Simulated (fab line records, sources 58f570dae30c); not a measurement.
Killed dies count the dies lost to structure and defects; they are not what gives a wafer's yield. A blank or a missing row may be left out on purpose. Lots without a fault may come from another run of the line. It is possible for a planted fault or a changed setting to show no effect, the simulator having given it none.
Lot-split experiment -- flow berkeley-cmos170 -- on a route of 331 steps: 5 lots, 23 wafers read

## THE SPLIT
At UCB170_PLDD_COAT_01 (resist thk 900 nm), the setting resist-thk-nm was moved away from the recipe's 900 nm on 8 of the 23 wafers read, by -5.2% to +5.0%. For the rest of the wafers, this setting stayed at what the recipe calls for.

The reading is taken at the split's own step.

## THE READING
KrF_of_PLDD_COAT_01.thk-nm (the simulator's own value, which no gauge read), in nm, at UCB170_PLDD_COAT_01 (resist thk 900 nm). No usual value for it is given in the file. Here, 15 wafers ran the recipe; their average is 899.6 nm with a standard deviation of 2.7 nm.

wafer,"tool, chamber at the split","resist-thk-nm as run, nm",against the recipe,"KrF_of_PLDD_COAT_01.thk-nm, nm",against lot-mates on the recipe
L074.1,"litho-track-03, 0",924,+2.7%,924.6,+25.2
L074.2,"litho-track-03, 0",924,+2.7%,924,+24.6
L074.3,"litho-track-03, 0",924,+2.7%,924.4,+25.0
L074.4,"litho-track-03, 0",900,recipe,899.1,-
L074.6,"litho-track-03, 0",900,recipe,899.7,-
L076.1,"litho-track-01, 0",945.1,+5.0%,944.5,+47.4
L076.3,"litho-track-01, 0",945.1,+5.0%,941.1,+44.0
L076.4,"litho-track-01, 0",945.1,+5.0%,941,+43.9
L076.5,"litho-track-01, 0",900,recipe,896.1,-
L076.6,"litho-track-01, 0",900,recipe,898.1,-
L082.1,"litho-track-03, 0",900,recipe,898,-
L082.3,"litho-track-03, 0",900,recipe,898.7,-
L082.4,"litho-track-03, 0",900,recipe,898.7,-
L084.1,"litho-track-03, 0",900,recipe,901.6,-
L084.2,"litho-track-03, 0",900,recipe,903.2,-
L084.3,"litho-track-03, 0",900,recipe,902.8,-
L084.4,"litho-track-03, 0",900,recipe,905.7,-
L084.5,"litho-track-03, 0",900,recipe,901.3,-
L083.1,"litho-track-03, 0",900,recipe,895.7,-
L083.2,"litho-track-03, 0",853,-5.2%,852.4,-44.6
L083.4,"litho-track-03, 0",900,recipe,897.9,-
L083.5,"litho-track-03, 0",900,recipe,897.3,-
L083.6,"litho-track-03, 0",853,-5.2%,852.6,-44.4

FIT RESULTS
A straight line over all 23 wafers: KrF_of_PLDD_COAT_01.thk-nm changes by +8.81 nm for each +1% of resist-thk-nm; r = +0.99; the points scatter about the line by 2.5 nm.
The same after taking each lot's own level away (the mean of its wafers on the recipe; 23 wafers): +8.84 nm for each +1%; r = +1.00; scatter 1.3 nm.
That fit puts the effect of the largest move of resist-thk-nm on the reading at 46 nm.
The lots' own levels span 896.97 to 902.92 nm, that is 2.2 times the standard deviation above.
The two slopes agree, so the slope changes little with the lot-to-lot level.
Check: -46.2 nm against its lot-mates is what the line predicts for one of the wafers moved furthest among these (-5.2%) when that wafer is left out of the fit. Against them it came out at -44.6 nm.

## THESE WAFERS: OTHER SPLITS
These wafers also went through other splits before the reading. Each is held against what the fit with the lots' levels taken away leaves over:
other split on the same wafers,wafers away from the commonest value,r with KrF_of_PLDD_COAT_01.thk-nm (lot level and that fit taken away)
UCB170_ZERO_COAT_01 spin-rpm,8,+0.02
UCB170_NWELL_OXIDATION_01 ox-time-s,18,-0.21
UCB170_PWELL_OXIDATION_02 temp-c,15,+0.18
UCB170_PWELL_PEB_11 peb-temp-c,8,+0.16
UCB170_ACTIVE_CVD_05 temp-c,15,+0.15
UCB170_PFIELD_COAT_01 spin-rpm,10,-0.16
UCB170_PFIELD_DEVELOP_05 dev-temp-c,12,+0.00

## THE WHOLE CHAIN: every reading that the file lists as answering this split, in the file's order
step,what it does,reading,change (the file's fit),r (the file's)
UCB170_PLDD_COAT_01,resist thk 900 nm,"KrF_of_PLDD_COAT_01.thk-nm (the simulator's own value, which no gauge read)",+8.82 nm for each +1% of the setting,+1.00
UCB170_PLDD_STRIP_10,strips in O2,strip-time-to-endpoint-s,withheld for each +1% of the setting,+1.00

## THE FILE'S OWN FIT
KrF_of_PLDD_COAT_01.thk-nm changes by +8.82 nm for each +1% of resist-thk-nm, r = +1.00.
